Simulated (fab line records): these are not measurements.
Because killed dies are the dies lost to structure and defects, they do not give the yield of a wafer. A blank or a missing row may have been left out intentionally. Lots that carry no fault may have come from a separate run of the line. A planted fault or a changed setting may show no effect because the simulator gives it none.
Comparing a struck lot with a sound one + flow berkeley-cmos170 + 29 steps out of a route of 331
Sound: these wafers, L976.1, L976.3, L976.5. Struck: wafer L985.6. The cause is given at the end.
Each step with rows lists, per side, the tool, then ch with its chambers, then its first start. Under that, the readings that differ: sound wafers + struck wafers + difference of the means + sigmas: that difference in standard deviations of wafers without a fault.
alike: readings whose means differ by less than 2 such deviations, and words and numbers that are the same on both sides. not compared: withheld readings, readings that some wafer has no value for, bounds like >300 that may hide the same value, and numbers for which the record gives no deviation and whose values overlap.
A row with sigmas, a row that says differs or no value, or rows on one side alone: a step with any of these is where the two part. Non-overlapping numbers with no deviation appear without sigmas and do not part them. A reading that every wafer of one side lacks parts them only if that side has two wafers or more.

first, 5 steps without rows for these wafers: UCB170_M1_COAT_04 (resist thk 900 nm); UCB170_M1_SOFTBAKE_05 (time 60 s); UCB170_M1_EXPOSE_06 (exposes mask METAL1, target cd 700 nm); UCB170_M1_PEB_07; UCB170_M1_DEVELOP_08 (develop time 45 s).
UCB170_M1_CD_MEAS_09: the cd target is 700 nm.
  struck on cd-sem-01, day 11 11:58; sound on cd-sem-02, day 9 14:23
  alike: cd-nm
UCB170_M1_OVL_MEAS_10:
  struck on overlay-02, day 11 12:01; sound on overlay-02, day 9 14:31
| reading     | sound  | struck | difference | sigmas |
|-------------|--------|--------|------------|--------|
| M1_OVL (nm) | 8 11 8 | -1     | -10        | -2     |
UCB170_M1_ETCH_11: etches BARC in N2/H2.
  sound on rie-diel-04 ch 0,2,3, day 9 14:33; struck on rie-diel-03 ch 2, day 11 12:02
  alike: drypump-motor-current-A, h2-flow-sccm, oes-product-au, throttle-valve-pct
UCB170_M1_METAL_ETCH_12: etches Al in Cl2/BCl3, stops on PSG, target depth 780 nm, time 130 s.
  sound on rie-metal-01 ch 0, day 9 14:35; struck on rie-metal-04 ch 1, day 11 12:09
| reading                     | sound          | struck | difference | sigmas |
|-----------------------------|----------------|--------|------------|--------|
| drypump-motor-current-A (A) | 6.37 6.33 6.39 | 5.71   | -0.65      | -2     |
  alike: oes-product-au, throttle-valve-pct
  not compared: rf-hours-counter-h
UCB170_M1_STRIP_13: strips in O2.
  sound on plasma-asher-01 ch 0,1, day 9 14:52; struck on plasma-asher-01 ch 0, day 11 12:16
  alike: drypump-motor-current-A, oes-product-au
  not compared: rf-hours-counter-h
UCB170_M1_CD_MEAS_90: the cd target is 700 nm.
  struck on cd-sem-01, day 11 12:26; sound on cd-sem-01, day 9 14:58
  alike: cd-nm
then, 1 step without rows for these wafers: UCB170_M1_ANNEAL_14 (time 1200 s).
UCB170_V1_CVD_00: deposits SiO2 from TEOS/O2, target thk 2000 nm, time 250 s.
  sound on pecvd-02 ch 0,1,2, day 9 16:27; struck on pecvd-02 ch 0, day 11 13:52
  alike: heater-power-w
UCB170_V1_THK_MEAS_01:
  struck on film-metro-04, day 11 14:00; sound on film-metro-01, day 9 16:37
| reading          | sound          | struck | difference | sigmas |
|------------------|----------------|--------|------------|--------|
| V1_TEOS_THK (nm) | 2004 2015 2079 | 1842   | -191       | -6     |
UCB170_V1_CMP_02: polishes SiO2.
  sound on cmp-01 ch 0,1,2, day 9 16:40; struck on cmp-01 ch 2, day 11 14:16
  alike: motor-current-A
UCB170_V1_BOW_MEAS_03:
  struck on film-metro-01, day 11 14:25; sound on film-metro-03, day 9 16:58
  alike: V1_BOW
UCB170_V1_THK_MEAS_04:
  struck on film-metro-01, day 11 14:29; sound on film-metro-03, day 9 17:05
| reading              | sound              | struck | difference | sigmas      |
|----------------------|--------------------|--------|------------|-------------|
| V1_POLISHED_THK (nm) | 1000.5 998.4 999.5 | 786.4  | -213.1     | -99 or more |
then, 7 steps without rows for these wafers: UCB170_V1_CLEAN_05 (cleans in DIW); UCB170_V1_HMDS_06 (prime time 60 s); UCB170_V1_COAT_07 (resist thk 900 nm); UCB170_V1_SOFTBAKE_08 (time 60 s); UCB170_V1_EXPOSE_09 (exposes mask VIA1, target cd 700 nm); UCB170_V1_PEB_10; UCB170_V1_DEVELOP_11 (develop time 45 s).
UCB170_V1_CD_MEAS_12: the cd target is 700 nm.
  struck on cd-sem-01, day 11 17:40; sound on cd-sem-02, day 9 18:25
  alike: cd-nm
UCB170_V1_OVL_MEAS_13:
  struck on overlay-02, day 11 17:43; sound on overlay-01, day 9 18:32
  alike: V1_OVL
UCB170_V1_ETCH_14: etches SiO2 in CHF3/CF4/Ar, stops on Al, target depth 1250 nm, time 291 s.
  sound on rie-diel-01 ch 0,1, day 9 18:34; struck on rie-diel-03 ch 1, day 11 17:48
| reading                | sound             | struck | difference | sigmas |
|------------------------|-------------------|--------|------------|--------|
| oes-product-au (a.u.)  | 0.848 0.877 0.877 | 0.773  | -0.094     | -8     |
| throttle-valve-pct (%) | 6.97 6.98 6.98    | 6.74   | -0.24      | -3     |
  alike: drypump-motor-current-A
  not compared: rf-hours-counter-h
UCB170_V1_STRIP_15: strips in O2.
  sound on plasma-asher-02 ch 0,1, day 9 18:44; struck on plasma-asher-02 ch 0, day 11 17:58
  alike: drypump-motor-current-A, oes-product-au, strip-time-to-endpoint-s
  not compared: rf-hours-counter-h
UCB170_M3_PROBE_99:
  sound wafers here have rows in the record (prober-01, day 10 03:42); struck ones have none

WHERE THEY PART
First at UCB170_M1_OVL_MEAS_10; last, within this record, at UCB170_M3_PROBE_99.

WHY: whatever the simulator had introduced
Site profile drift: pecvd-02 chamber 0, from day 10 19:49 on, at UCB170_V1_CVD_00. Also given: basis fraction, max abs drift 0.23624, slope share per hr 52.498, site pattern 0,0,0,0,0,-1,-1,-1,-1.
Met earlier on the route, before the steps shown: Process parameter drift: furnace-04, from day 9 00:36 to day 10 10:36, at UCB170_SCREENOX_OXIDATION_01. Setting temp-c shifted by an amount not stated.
